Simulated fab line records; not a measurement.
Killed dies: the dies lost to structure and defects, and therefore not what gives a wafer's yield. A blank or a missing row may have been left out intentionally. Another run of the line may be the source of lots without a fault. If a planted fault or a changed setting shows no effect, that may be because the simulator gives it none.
Struck lot and sound lot, side by side | flow rit-cmos | 22 steps out of a route of 202
Sound: these wafers, L984.2, L984.5, L984.6. Wafers struck: L991.1, L991.3, L991.5. Last of all comes the cause.
Per side, at each step with rows, come the tool, then ch with its chambers, and then its first start. Under that, the readings that differ: sound wafers | struck wafers | difference of the means | sigmas: that difference in standard deviations of wafers without a fault.
alike: readings with means less than 2 such deviations apart, plus words and numbers identical on both sides. not compared: withheld readings, readings lacking a value on some wafer, bounds such as >300 that could conceal the same value, and numbers that have no deviation in the record and whose values overlap.
Wherever a step has rows on one side only, a row that says differs or no value, or a row with sigmas, the two part there. Non-overlapping numbers with no deviation appear without sigmas and do not part them. A reading that every wafer of one side lacks parts them only if that side has two wafers or more.

first, 2 steps without rows for these wafers: RIT_NSD_HARDBAKE_07 (time 60 s); RIT_NSD_IMPLANT_08.
RIT_NSD_STRIP_09: strips in O2, time 180 s.
  sound on plasma-asher-02 ch 0,1, day 3 03:01; struck on plasma-asher-02 ch 0,1, day 4 11:44
  alike: drypump-motor-current-A
  not compared: rf-hours-counter-h
RIT_NSD_TW_MEAS_10:
  sound on film-metro-04, day 3 03:12; struck on film-metro-01, day 4 11:55
  alike: NSD_TW
then, 6 steps without rows for these wafers: RIT_PSD_HMDS_00 (prime time 60 s); RIT_PSD_COAT_01 (resist thk 1000 nm); RIT_PSD_SOFTBAKE_02 (time 60 s); RIT_PSD_EXPOSE_03 (exposes mask M10, target cd 40900 nm); RIT_PSD_PEB_04; RIT_PSD_DEVELOP_05 (develop time 50 s).
RIT_PSD_OVL_MEAS_06:
  sound on overlay-02, day 3 04:07; struck on overlay-02, day 4 13:03
  alike: PSD_OVL
then, 1 step without rows for these wafers: RIT_PSD_HARDBAKE_07 (time 60 s).
RIT_PSD_IMPLANT_08:
  sound on implanter-01 ch 0, day 3 04:19; struck on implanter-02 ch 0, day 4 13:28
  reading                   | sound                | struck               | difference | sigmas
  beam-energy-keV           | 27.002 27.002 26.980 | 18.893 18.893 18.893 | -8.102     | -99 or more
  model.implant.rp-nm (nm)  | 22.04 22.04 22.04    | 16.07 16.07 16.07    | -5.97      |
  model.implant.drp-nm (nm) | 12.05 12.05 12.05    | 9.371 9.371 9.371    | -2.679     |
  alike: faraday-current-uA
RIT_PSD_STRIP_09: strips in O2, time 180 s.
  sound on plasma-asher-01 ch 0,1, day 3 04:26; struck on plasma-asher-01 ch 0, day 4 13:37
  alike: drypump-motor-current-A
  not compared: rf-hours-counter-h
RIT_PSD_TW_MEAS_10:
  sound on film-metro-02, day 3 04:37; struck on film-metro-04, day 4 13:47
  reading | sound          | struck         | difference | sigmas
  PSD_TW  | 3478 3457 3465 | 3122 3127 3124 | -342       | -15
then, 3 steps without rows for these wafers: RIT_SDANNEAL_CLEAN_00 (cleans in SC1, time 600 s); RIT_SDANNEAL_CLEAN_01 (cleans in dHF, time 30 s); RIT_SDANNEAL_CLEAN_02 (cleans in SC2, time 600 s).
RIT_SDANNEAL_RTA_03: time 5 s.
  sound on rtp-anneal-02 ch 0, day 3 05:04; struck on rtp-anneal-01 ch 0, day 4 14:13
  alike: wafer_temp_C_max
RIT_SDANNEAL_RS_MEAS_04: the measuring method here is four-point-probe.
  sound on film-metro-04, day 3 05:08; struck on film-metro-04, day 4 14:16
  reading         | sound                | struck               | difference | sigmas
  PSD_RS (ohm/sq) | 115.93 115.77 115.89 | 137.70 137.61 137.41 | +21.71     | +83
RIT_SDANNEAL_RS_MEAS_05: the measuring method here is four-point-probe.
  sound on film-metro-04, day 3 05:16; struck on film-metro-04, day 4 14:23
  alike: NSD_RS
RIT_M1_PROBE_99:
  sound on prober-01, day 3 12:46; struck on prober-02, day 4 21:50
  reading                                 | sound             | struck               | difference | sigmas
  model.etest.contact-pplus.end-ohm-um    | 43.83 43.25 43.14 | 61.2 60.31 61.04     | +17.4      |
  model.etest.nwell-pinched.rs-ohm-sq     | 337 335.5 341.6   | 324.9 328.6 329      | -10.5      |
  model.etest.diode-pplus-nwell.bv-v (V)  | 6.728 6.633 6.739 | 6.037 6.07 6.04      | -0.651     |
  model.etest.vpnp.gain                   | 1.083 1.073 1.096 | 0.8105 0.8079 0.8083 | -0.2751    |
  model.etest.diode-pplus-nwell.cj-ff-um2 | 1.68 1.704 1.664  | 1.968 1.953 1.944    | +0.272     |
  model.etest.diode-pplus-comb.cj-ff-um2  | 1.986 1.989 1.975 | 2.233 2.22 2.22      | +0.241     |
  model.etest.pmos_0p15.bv-v (V)          | 5.762 5.755 5.761 | 5.51 5.528 5.488     | -0.25      |
  alike: killed-at-contacts, killed-at-front-end, killed-dies, killed-open, killed-short
  not compared: model.etest.pmos_0p15.junction-log10-a-um

WHERE THEY PART
Earliest at RIT_PSD_IMPLANT_08; latest, in this record, at RIT_SDANNEAL_RS_MEAS_04. Later steps at which nothing parts them and some readings are alike: RIT_SDANNEAL_RS_MEAS_05, RIT_M1_PROBE_99.

WHY: what the simulator had put in
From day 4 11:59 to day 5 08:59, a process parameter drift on implanter-02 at RIT_PSD_IMPLANT_08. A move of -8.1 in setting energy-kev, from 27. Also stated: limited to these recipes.
